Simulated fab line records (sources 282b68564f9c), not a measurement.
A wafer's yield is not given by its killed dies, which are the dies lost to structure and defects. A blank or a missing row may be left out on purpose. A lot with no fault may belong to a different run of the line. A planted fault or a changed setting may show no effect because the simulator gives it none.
fab line records    flow rit-cmos
record: lots: 5  wafers: 23
route steps=202 shown M1@196
start-h: hours from the record's first day to the start of the lot's first wafer shown    wait-h: how many hours have passed since the lot's step before this one    " identical to the entry in the row above    L1.1+2: several wafers, shown together as one row    - no value, or no start given    * or withheld: withheld    < > ~ a bound
route shown NAME@n: names a module that has steps shown in the file, with the first one's number in the route    usual: mean and standard deviation over wafers with no fault    same: alike in all rows    chamber/n: place in a boat    sites: per-site readings    _std_site: standard deviation across them    _edge_site: inner sites' mean taken away from outer sites' mean    radius-mm: how far each site lies from the wafer's centre    mask NAME#n: copy n    behind: the last tool/chamber to shape the wafer    hold: the reason the lot was held/the length of the hold in hours/how it ended    device: transistor that didn't switch, given as n, p or np    end of line: at the end of the route, the tests of the same wafers    a step with no rows: only its recipe    killed: count of dies lost to structure and defects at first sort (not the wafer's yield)    map: a wafer's dies, x killed, . not, _ none there
set.NAME: the setting that was run; set.NAME@STEP: the one run at that earlier step    model.NAME: the simulator's own value behind a step, which no gauge read
lots where settings were altered on purpose, with a table for each step and a row for each wafer
== steps ==
step: RIT_M1_METAL_ETCH_12
recipe: stop-on: SiO2  chemistry: Cl2/BCl3  target: Al  time-s: 165  over-etch-frac: 0.5  pressure-mtorr: 100  target-depth-a: 6000  rf-w: 250  Cl2_flow_sccm: 60  bcl3-flow-sccm: 50
lot.wafer  tool          chamber  start-h  wait-h  set.rf-w  model.NOVOLAK_of_M1_COAT_04.thk-nm
L077.1     rie-metal-02  1        82.53    0.2     221       848.3
L077.2     "             0        "        "       250       806.2
L077.3     "             1        "        "       250       811.3
L077.5     "             1        "        "       250       802.6
L077.6     "             0        "        "       221       842.9
L079.1     rie-metal-04  0        97.07    0.2     250       804.9
L079.2     "             1        "        "       250       801.3
L079.4     "             0        "        "       250       804.8
L079.5     "             0        "        "       250       804.7
L079.6     "             1        "        "       250       806.3
L082.1     rie-metal-04  0        109.18   0.2     228.3     833.6
L082.2     "             1        "        "       250       799.1
L082.3     "             0        "        "       250       805.4
L082.4     "             1        "        "       228.3     834.2
L082.5     "             1        "        "       228.3     827.6
L083.1     rie-metal-02  0        116.72   0.2     250       805
L083.5     "             0        "        "       250       805.1
L083.6     "             1        "        "       250       808.4
L085.2     rie-metal-04  0        118.65   0.2     250       817
L085.3     "             0        "        "       250       821.9
L085.4     "             1        "        "       250       812.8
L085.5     "             0        "        "       242.4     829.9
L085.6     "             1        "        "       242.4     829.1
step: RIT_M1_STRIP_13
recipe: chemistry: nmp  resist: NOVOLAK  temp-c: 80  time-s: 600  dry: n2-spin
step: RIT_M1_STRIP_14
recipe: chemistry: O2  time-s: 180  platen-temp-c: withheld  power-w: 500  pressure-mtorr: 4000  o2-flow-sccm: 4000
step: RIT_M1_CD_MEAS_90
recipe: target-cd-nm: 2600
usual: cd-nm: 2601/3
lot.wafer  tool       chamber  start-h  wait-h  set.develop-time-s@M1_DEVELOP_08  cd-nm
L077.1     cd-sem-01  -        83.06    0.1     68                                2599
L077.2     "          -        "        "       60.85                             2607
L077.3     "          -        "        "       68                                2598
L077.5     "          -        "        "       60.85                             2606
L077.6     "          -        "        "       68                                2602
L079.1     cd-sem-02  -        97.63    0.1     68                                2601
L079.2     "          -        "        "       62.62                             2609
L079.4     "          -        "        "       62.62                             2609
L079.5     "          -        "        "       68                                2601
L079.6     "          -        "        "       62.62                             2607
L082.1     cd-sem-02  -        109.71   0.1     76.04                             2595
L082.2     "          -        "        "       68                                2600
L082.3     "          -        "        "       68                                2602
L082.4     "          -        "        "       76.04                             2595
L082.5     "          -        "        "       68                                2603
L083.1     cd-sem-02  -        117.30   0.2     68                                2598
L083.5     "          -        "        "       68                                2597
L083.6     "          -        "        "       68                                2598
L085.2     cd-sem-02  -        119.18   0.1     62.83                             2609
L085.3     "          -        "        "       62.83                             2608
L085.4     "          -        "        "       68                                2601
L085.5     "          -        "        "       62.83                             2610
L085.6     "          -        "        "       68                                2605
step: RIT_M1_ANNEAL_15
recipe: temp-c: 450  time-s: 1800  ambient: forming_gas_H2N2
step: RIT_M1_PROBE_99
usual: killed-at-contacts: 0.1/0.25  killed-at-front-end: 7/3.1  killed-dies: 7/3.2  killed-open: 3.8/2  killed-short: 3.5/2.2
same: gross-dies: 264  killed_at_M0_to_M3: 0  killed_at_M4_up: 0  killed-at-back-side: 0  killed-at-other: 0
lot.wafer  tool       chamber  start-h  wait-h  set.dose-mj@GATE_EXPOSE_13  set.energy-kev@PLDD_IMPLANT_08  killed-at-contacts  killed-at-front-end  killed-dies  killed-open  killed-short  model.etest.pmos_0p15.r-on-ohm-um  model.etest.pldd.rs-ohm-sq  model.etest.nmos_0p15.r-on-ohm-um  model.etest.nmos-turned.drive-ua-um
L077.1     prober-02  -        84.80    0.1     380                         20                              0                   5                    5            2            3             3280                               793.1                       1289                               202
L077.2     prober-02  -        84.85    0.1     380                         19.11                           0                   2                    2            0            2             3514                               911.3                       1322                               203.4
L077.3     prober-02  -        84.90    0.2     380                         20                              0                   6                    6            4            2             3299                               810.4                       1307                               206.9
L077.5     prober-02  -        85.00    0.2     380                         19.11                           0                   7                    7            4            3             3504                               920.9                       1303                               211.8
L077.6     prober-02  -        85.05    0.2     380                         19.11                           0                   7                    7            5            2             3506                               936.3                       1291                               192.6
L079.1     prober-02  -        99.37    0.1     400                         20                              0                   26                   26           3            8             2788                               874.8                       1214                               204.8
L079.2     prober-02  -        99.42    0.1     380                         20                              0                   4                    4            2            2             3291                               865.1                       1360                               178.7
L079.4     prober-02  -        99.52    0.2     400                         20                              0                   20                   20           5            4             2800                               880.5                       1239                               202.7
L079.5     prober-02  -        99.57    0.2     380                         20                              0                   3                    3            1            2             3318                               861.7                       1349                               186.1
L079.6     prober-02  -        99.62    0.2     400                         20                              0                   11                   11           3            1             2789                               880.6                       1223                               204.4
L082.1     prober-01  -        111.45   0.1     369.2                       20                              1                   11                   12           3            5             3040                               544.8                       1314                               251.8
L082.2     prober-01  -        111.50   0.1     369.2                       20.32                           0                   15                   15           4            3             2998                               522.1                       1301                               255.2
L082.3     prober-01  -        111.55   0.2     380                         20                              0                   5                    5            3            2             2782                               539.9                       1222                               266.3
L082.4     prober-01  -        111.60   0.2     380                         20.32                           0                   15                   15           7            8             2630                               526.8                       1172                               269.7
L082.5     prober-01  -        111.65   0.2     369.2                       20                              0                   8                    8            4            2             3023                               533.7                       1286                               262.2
L083.1     prober-02  -        119.04   0.1     380                         20                              0                   10                   10           8            2             2646                               464.6                       1121                               319.2
L083.5     prober-02  -        119.24   0.2     380                         20                              0                   5                    5            2            3             2603                               460.4                       1135                               322.4
L083.6     prober-02  -        119.29   0.2     380                         20                              0                   8                    8            3            5             2606                               464.6                       1098                               322.2
L085.2     prober-02  -        122.09   0.1     400.7                       20                              0                   33                   33           4            5             2805                               862.2                       1120                               255.4
L085.3     prober-02  -        122.14   0.2     380                         20.97                           0                   12                   12           4            4             3222                               787.2                       1282                               202.1
L085.4     prober-02  -        122.19   0.2     400.7                       20                              0                   34                   34           4            7             2670                               873.7                       1072                               250.9
L085.5     prober-02  -        122.24   0.2     380                         20                              0                   12                   12           7            4             3408                               903.6                       1276                               210.1
L085.6     prober-02  -        122.29   0.2     380                         20.97                           0                   12                   12           4            6             3176                               770                         1272                               213.1
killed by level:class
L077.1 GATE:geometric-particle:open=2 GATE:geometric-particle:short=1 REOX:geometric-particle:short=1 SILICIDE:geometric-particle:short=1
L077.2 FOX1:geometric-particle:short=1 SILICIDE:geometric-particle:short=1
L077.3 GATE:geometric-particle:open=2 REOX:geometric-particle:open=2 REOX:geometric-particle:short=2
L077.5 REOX:geometric-particle:short=2 FOX1:geometric-particle:open=1 GATE:geometric-particle:open=1 SPACER:geometric-particle:open=1 SILICIDE:geometric-particle:short=1 SILICIDE:geometric-particle:open=1
L077.6 SPACER:geometric-particle:open=4 REOX:geometric-particle:open=1 REOX:geometric-particle:short=1 SPACER:geometric-particle:short=1
L079.1 GATE:area-expose=15 REOX:geometric-particle:short=3 GATE:geometric-particle:short=2 SPACER:geometric-particle:open=2 FOX1:geometric-particle:short=1 SPACER:geometric-particle:short=1 SILICIDE:geometric-particle:short=1 SILICIDE:geometric-particle:open=1
L079.2 GATE:geometric-particle:short=2 GATE:geometric-particle:open=1 REOX:geometric-particle:open=1
L079.4 GATE:area-expose=11 GATE:geometric-particle:short=3 GATE:geometric-particle:open=3 FOX1:geometric-particle:short=1 SPACER:geometric-particle:open=1 SILICIDE:geometric-particle:open=1
L079.5 SPACER:geometric-particle:short=1 SILICIDE:geometric-particle:short=1 SILICIDE:geometric-particle:open=1
L079.6 GATE:area-expose=7 GATE:geometric-particle:open=2 GATE:geometric-particle:short=1 SPACER:geometric-particle:open=1
L082.1 GATE:area-expose=4 FOX1:geometric-particle:short=1 FOX2:geometric-particle:short=1 GATE:geometric-particle:open=1 GATE:geometric-particle:short=1 REOX:geometric-particle:open=1 REOX:geometric-particle:short=1 SPACER:geometric-particle:short=1
L082.2 GATE:area-expose=8 GATE:geometric-particle:open=3 GATE:geometric-particle:short=2 REOX:geometric-particle:short=1 REOX:geometric-particle:open=1
L082.3 GATE:geometric-particle:open=2 FOX1:geometric-particle:open=1 GATE:geometric-particle:short=1 SPACER:geometric-particle:short=1
L082.4 GATE:geometric-particle:short=4 SPACER:geometric-particle:open=3 GATE:geometric-particle:open=2 SILICIDE:geometric-particle:short=2 FOX1:geometric-particle:open=1 REOX:geometric-particle:open=1 REOX:geometric-particle:short=1 SPACER:geometric-particle:short=1
L082.5 GATE:geometric-particle:open=3 GATE:geometric-particle:short=2 GATE:area-expose=2 SPACER:geometric-particle:open=1
L083.1 GATE:geometric-particle:open=5 SILICIDE:geometric-particle:short=2 FOX1:geometric-particle:open=1 REOX:geometric-particle:open=1 SPACER:geometric-particle:open=1
L083.5 GATE:geometric-particle:open=2 FOX2:geometric-particle:short=1 GATE:geometric-particle:short=1 SPACER:geometric-particle:short=1
L083.6 GATE:geometric-particle:short=2 SPACER:geometric-particle:short=2 SPACER:geometric-particle:open=2 GATE:geometric-particle:open=1 SILICIDE:geometric-particle:short=1
L085.2 GATE:area-expose=23 GATE:geometric-particle:open=3 GATE:geometric-particle:short=2 FOX1:geometric-particle:short=1 FOX2:geometric-particle:short=1 SPACER:geometric-particle:open=1 SPACER:geometric-particle:short=1 GATE:area-etch=1
L085.3 GATE:area-etch=4 FOX2:geometric-particle:open=2 GATE:geometric-particle:short=2 REOX:geometric-particle:short=2 GATE:geometric-particle:open=1 REOX:geometric-particle:open=1
L085.4 GATE:area-expose=18 GATE:area-etch=5 FOX1:geometric-particle:short=2 REOX:geometric-particle:short=2 SILICIDE:geometric-particle:open=2 FOX2:geometric-particle:open=1 GATE:geometric-particle:short=1 GATE:geometric-particle:open=1
L085.5 GATE:geometric-particle:open=3 FOX1:geometric-particle:open=2 REOX:geometric-particle:short=2 GATE:geometric-particle:short=1 REOX:geometric-particle:open=1 SPACER:geometric-particle:open=1 SILICIDE:geometric-particle:short=1 GATE:area-etch=1
L085.6 GATE:geometric-particle:short=4 FOX1:geometric-particle:open=2 GATE:geometric-particle:open=2 GATE:area-etch=2 FOX1:geometric-particle:short=1 REOX:geometric-particle:short=1
== key ==
split: step: RIT_M1_METAL_ETCH_12  setting: rf-w  stated: 250  by: wafer
response: step: RIT_M1_METAL_ETCH_12  reading: model.NOVOLAK_of_M1_COAT_04.thk-nm  change: -3.4  per: 1%  r: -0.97
split outside-this-file step=RIT_GATE_EXPOSE_13 setting=dose-mj
split outside-this-file step=RIT_PLDD_IMPLANT_08 setting=energy-kev
split outside-this-file step=RIT_M1_DEVELOP_08 setting=develop-time-s
split outside-this-file: this setting was split too, and the file shows its column; the key of that split is in another file
